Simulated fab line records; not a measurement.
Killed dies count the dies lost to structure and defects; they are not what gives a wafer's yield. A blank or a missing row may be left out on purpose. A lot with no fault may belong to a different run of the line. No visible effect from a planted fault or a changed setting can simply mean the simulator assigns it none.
Lot-split experiment ; flow berkeley_cmos170 ; 23 wafers read from 5 lots, route of 331 steps

== ON THE SPLIT ==
At UCB170_PWELL_CVD_05 (deposits Si3N4 from SiH2Cl2/NH3, target thk 220 nm, time 3300 s), the setting temp_c was moved away from the recipe's 800 C on 15 of the 23 wafers read, by -2.5% to +2.6%. All remaining wafers had this setting at the recipe value.

No step appears in the file between the split and the reading.

== THE READING ==
PWELL_NITRIDE_THK at UCB170_PWELL_THK_MEAS_06, in nm. A value of 220.3 nm with a standard deviation of 2 nm is what fault-free wafers of this fab line usually give.

wafer;tool, chamber at the split;temp_c as run, C;against the recipe;PWELL_NITRIDE_THK, nm;against lot-mates on the recipe
L076.2;-, -;785.4;-1.8%;167.9;no lot-mate on the recipe
L076.3;-, -;785.4;-1.8%;168.5;no lot-mate on the recipe
L076.4;-, -;785.4;-1.8%;169.1;no lot-mate on the recipe
L076.5;-, -;785.4;-1.8%;169.1;no lot-mate on the recipe
L076.6;-, -;785.4;-1.8%;167.4;no lot-mate on the recipe
L077.1;lpcvd-02, 1;800;recipe;223.1;-
L077.4;lpcvd-02, 1;800;recipe;223.9;-
L077.6;lpcvd-02, 1;800;recipe;223.0;-
L079.1;-, -;800;recipe;221.4;-
L079.2;-, -;800;recipe;221.8;-
L079.4;-, -;800;recipe;219.3;-
L079.5;-, -;800;recipe;220.2;-
L079.6;-, -;800;recipe;221.2;-
L080.1;-, -;779.9;-2.5%;154.4;no lot-mate on the recipe
L080.3;-, -;779.9;-2.5%;154.0;no lot-mate on the recipe
L080.4;-, -;779.9;-2.5%;151.8;no lot-mate on the recipe
L080.5;-, -;779.9;-2.5%;153.4;no lot-mate on the recipe
L080.6;-, -;779.9;-2.5%;152.7;no lot-mate on the recipe
L082.1;-, -;820.7;+2.6%;318.6;no lot-mate on the recipe
L082.2;-, -;820.7;+2.6%;321.2;no lot-mate on the recipe
L082.3;-, -;820.7;+2.6%;319.7;no lot-mate on the recipe
L082.4;-, -;820.7;+2.6%;322.2;no lot-mate on the recipe
L082.6;-, -;820.7;+2.6%;319.2;no lot-mate on the recipe

FIT RESULTS
A straight line over all 23 wafers: PWELL_NITRIDE_THK changes by +32.9 nm for each +1% of temp_c; r = +0.99; the points scatter about the line by 6.5 nm.
Too few moved wafers with a lot-mate on the recipe to fit a line net of each lot's own level.

== THE WHOLE CHAIN: every reading that the file lists as answering this split, in the file's order ==
step;what it does;reading;change (the file's fit);r (the file's)
UCB170_PWELL_CVD_05;deposits Si3N4 from SiH2Cl2/NH3, target thk 220 nm, time 3300 s;Si3N4_of_PWELL_CVD_05.thk_nm (the simulator's own value, which no gauge read);+32.9 nm for each +1% of the setting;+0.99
UCB170_PWELL_THK_MEAS_06;;PWELL_NITRIDE_THK;+32.9 for each +1% of the setting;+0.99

== THE FILE'S OWN FIT ==
PWELL_NITRIDE_THK changes by +32.9 nm for each +1% of temp_c, r = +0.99.
